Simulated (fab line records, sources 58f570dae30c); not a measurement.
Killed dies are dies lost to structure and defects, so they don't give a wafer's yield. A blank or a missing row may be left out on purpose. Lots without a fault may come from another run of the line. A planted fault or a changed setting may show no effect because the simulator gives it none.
Which tool did it? | flow berkeley_cmos170 | 14 lots, 42 wafers sampled, at 6 steps of a route of 331

WHAT THE GAUGES READ, wafer by wafer
UCB170_WELLDRIVE_THK_MEAS_02.
lot  | measured    | on            | WELLDRIVE_OXIDE_THK (nm)
L382 | day 4 03:22 | film_metro-03 | 202.1 199.6 202.9
L383 | day 4 03:23 | film_metro-01 | 200.3 198.8 199.8
L386 | day 4 15:55 | film_metro-03 | 196.8 195.3 194.4
L385 | day 4 15:56 | film_metro-01 | 195.9 196.4 199.1
L387 | day 4 22:16 | film_metro-03 | 201.1 201.9 203.7
L388 | day 4 22:17 | film_metro-01 | 199.1 200.5 202.0
L389 | day 5 08:24 | film_metro-03 | 202.9 203.7 202.9
L391 | day 5 18:24 | film_metro-03 | 200.7 201.3 201.5
L390 | day 5 18:25 | film_metro-04 | 204.1 201.9 202.3
L399 | day 7 00:20 | film_metro-01 | 198.1 202.3 205.1
L401 | day 7 16:19 | film_metro-03 | 201.9 203.1 203.7
L400 | day 7 21:49 | film_metro-03 | 201.1 199.1 198.3
L402 | day 7 21:49 | film_metro-01 | 200.0 200.2 203.9
L404 | day 8 11:34 | film_metro-03 | 200.9 202.2 199.8

UCB170_FIELD_THK_MEAS_90.
lot  | measured     | on            | FIELD_OXIDE_LEFT_1_THK (nm)
L382 | day 5 16:13  | film_metro-03 | 438 450 443
L383 | day 5 16:13  | film_metro-02 | 438 442 437
L386 | day 6 05:28  | film_metro-01 | 433 428 434
L385 | day 6 05:29  | film_metro-03 | 445 454 459
L387 | day 6 13:18  | film_metro-02 | 439 427 426
L388 | day 6 13:19  | film_metro-01 | 442 442 437
L389 | day 6 19:17  | film_metro-01 | 446 455 444
L391 | day 7 10:05  | film_metro-03 | 471 471 466
L390 | day 7 10:06  | film_metro-02 | 475 477 482
L399 | day 8 20:21  | film_metro-02 | 431 434 425
L401 | day 9 06:53  | film_metro-03 | 461 461 451
L400 | day 9 06:53  | film_metro-01 | 456 458 454
L402 | day 9 06:53  | film_metro-02 | 449 443 447
L404 | day 10 04:58 | film_metro-03 | 445 439 440

UCB170_FIELD_THK_MEAS_91.
lot  | measured     | on            | FIELD_OXIDE_LEFT_2_THK (nm)
L382 | day 6 12:56  | film_metro-03 | 349 360 354
L383 | day 6 13:18  | film_metro-03 | 351 355 350
L386 | day 6 22:01  | film_metro-01 | 345 340 347
L385 | day 6 22:34  | film_metro-02 | 358 367 372
L387 | day 7 08:10  | film_metro-03 | 351 338 339
L388 | day 7 08:17  | film_metro-01 | 353 353 349
L389 | day 7 17:55  | film_metro-03 | 357 365 355
L391 | day 8 09:38  | film_metro-01 | 382 383 377
L390 | day 8 09:28  | film_metro-03 | 388 389 394
L399 | day 9 14:12  | film_metro-01 | 344 347 338
L401 | day 10 01:37 | film_metro-01 | 372 371 362
L400 | day 10 01:19 | film_metro-03 | 368 370 365
L402 | day 10 01:17 | film_metro-01 | 362 355 359
L404 | day 10 23:10 | film_metro-01 | 356 350 351

UCB170_M2_CD_MEAS_15: target cd 700 nm.
lot  | measured     | on        | cd_nm (nm)
L382 | day 8 09:46  | cd_sem-02 | 699.9 700.0 699.1
L383 | day 8 10:22  | cd_sem-01 | 700.8 699.1 700.2
L386 | day 9 05:15  | cd_sem-02 | 702.4 701.3 699.5
L385 | day 9 04:49  | cd_sem-01 | 697.9 698.9 699.9
L387 | day 9 10:52  | cd_sem-01 | 698.5 699.2 699.5
L388 | day 9 09:17  | cd_sem-01 | 698.3 697.4 697.6
L389 | day 9 18:52  | cd_sem-01 | 698.5 698.9 700.2
L399 | day 11 08:26 | cd_sem-01 | 696.4 698.0 696.5
L401 | day 11 21:22 | cd_sem-02 | 700.6 701.7 700.1
L400 | day 12 02:50 | cd_sem-01 | 700.8 702.1 702.0
L402 | day 12 02:28 | cd_sem-01 | 700.0 699.4 700.2
L404 | day 12 23:21 | cd_sem-02 | 698.8 698.8 699.6

UCB170_V2_THK_MEAS_04.
lot  | measured     | on            | V2_POLISHED_THK (nm)
L382 | day 8 11:01  | film_metro-04 | 999.6 999.9 999.9
L383 | day 8 11:50  | film_metro-04 | 999.5 1001.0 999.2
L386 | day 9 06:35  | film_metro-03 | 1000.0 999.8 999.9
L385 | day 9 06:18  | film_metro-03 | 999.8 1000.4 1000.4
L387 | day 9 12:17  | film_metro-03 | 999.0 1000.5 999.9
L388 | day 9 10:31  | film_metro-01 | 1000.0 998.4 999.4
L389 | day 9 20:10  | film_metro-03 | 999.5 999.1 1000.6
L399 | day 11 09:40 | film_metro-04 | 1000.0 999.8 999.6
L401 | day 11 22:36 | film_metro-01 | 1000.1 1000.8 1000.3
L400 | day 12 04:04 | film_metro-04 | 1000.2 1000.3 1000.1
L402 | day 12 03:43 | film_metro-01 | 998.9 998.9 1000.8
L404 | day 13 00:41 | film_metro-01 | 1000.8 999.9 1001.2

WHICH TOOL RAN EACH LOT (tool, then ch and the chambers of the sampled wafers, then the start)
lot  | UCB170_FIELD_WET_ETCH_05
L382 | wet_bench-02 ch 1, day 5 12:22
L383 | wet_bench-02 ch 2, day 5 12:22
L386 | wet_bench-02 ch 2, day 6 01:55
L385 | wet_bench-02 ch 0, day 6 01:55
L387 | wet_bench-02 ch 0, day 6 09:18
L388 | wet_bench-02 ch 2, day 6 09:18
L389 | wet_bench-02 ch 0, day 6 15:44
L391 | wet_bench-02 ch 3, day 7 06:15
L390 | wet_bench-02 ch 3, day 7 06:15
L399 | wet_bench-03 ch 2, day 8 16:47
L401 | wet_bench-03 ch 1, day 9 03:22
L400 | wet_bench-03 ch 3, day 9 03:22
L402 | wet_bench-03 ch 0, day 9 03:22
L404 | wet_bench-01 ch 1, day 10 01:26
- UCB170_FIELD_WET_ETCH_05: etches Si3N4 in H3PO4, time 12600 s.

WHAT THE TOOLS THEMSELVES READ (means of the sampled wafers that have a number; where no wafer has one, the mark that the record gives instead)
UCB170_FIELD_WET_ETCH_05.
lot  | tool         | bath_guard_temp_C (C) | bath_heat_duty_pct (%)
L382 | wet_bench-02 | 159.8                 | 27.5
L383 | wet_bench-02 | 160.2                 | 28.3
L386 | wet_bench-02 | 160.2                 | 28.0
L385 | wet_bench-02 | 159.5                 | 25.3
L387 | wet_bench-02 | 159.3                 | 25.4
L388 | wet_bench-02 | 160.1                 | 27.9
L389 | wet_bench-02 | 159.5                 | 25.7
L391 | wet_bench-02 | -                     | -
L390 | wet_bench-02 | -                     | -
L399 | wet_bench-03 | 159.3                 | 22.9
L401 | wet_bench-03 | 160.5                 | 28.8
L400 | wet_bench-03 | 160.1                 | 27.4
L402 | wet_bench-03 | 159.1                 | 23.1
L404 | wet_bench-01 | 159.9                 | 25.9

THE ANSWER, worked out from the rows above alone
Rule: what is usual is taken from the lots themselves. Put in order of their means at a reading, lots are off if they are a third of the lots or fewer, leave a main group of 4 or more, and stand apart from it by a gap of 3 or more times the standard deviation of the main group's means; of several such gaps the widest counts. A main group whose means are all the same, to the digits that the tables above print for the reading, isn't used. A lot without any number at a reading at which 4 lots or more have one is off too. The other lots that the step has rows for count as sound. The gauges are gone through in route order, then the tools' own readings, and for those a lot's mean is taken as printed above. The first step at which some lot is off is used, and at that step the reading that is off furthest; a lot without a number counts as furthest.
Off: L391, L390, at UCB170_FIELD_WET_ETCH_05 (bath_guard_temp_C). Without a number there: L391, L390. The main group: mean 159.8 C, standard deviation 0.43.
A tool fits if, at that step or a process step before it, it ran every lot that is off, and no sound lot after the first of them. One fits: wet_bench-02 at UCB170_FIELD_WET_ETCH_05. Its last sound lot is L389 (day 6 15:44), its first lot that is off L390 (day 7 06:15): a fault that began between those two fits.
Blank at UCB170_FIELD_WET_ETCH_05 on the lots that are off, where sound lots have numbers: bath_guard_temp_C, bath_heat_duty_pct.

WHAT THE SIMULATOR HAD PUT IN
Skipped step whole: wet_bench-02, from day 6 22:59 on, at UCB170_FIELD_WET_ETCH_05. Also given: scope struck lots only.
Lots struck among those shown: L391, L390. The rule above found the same.
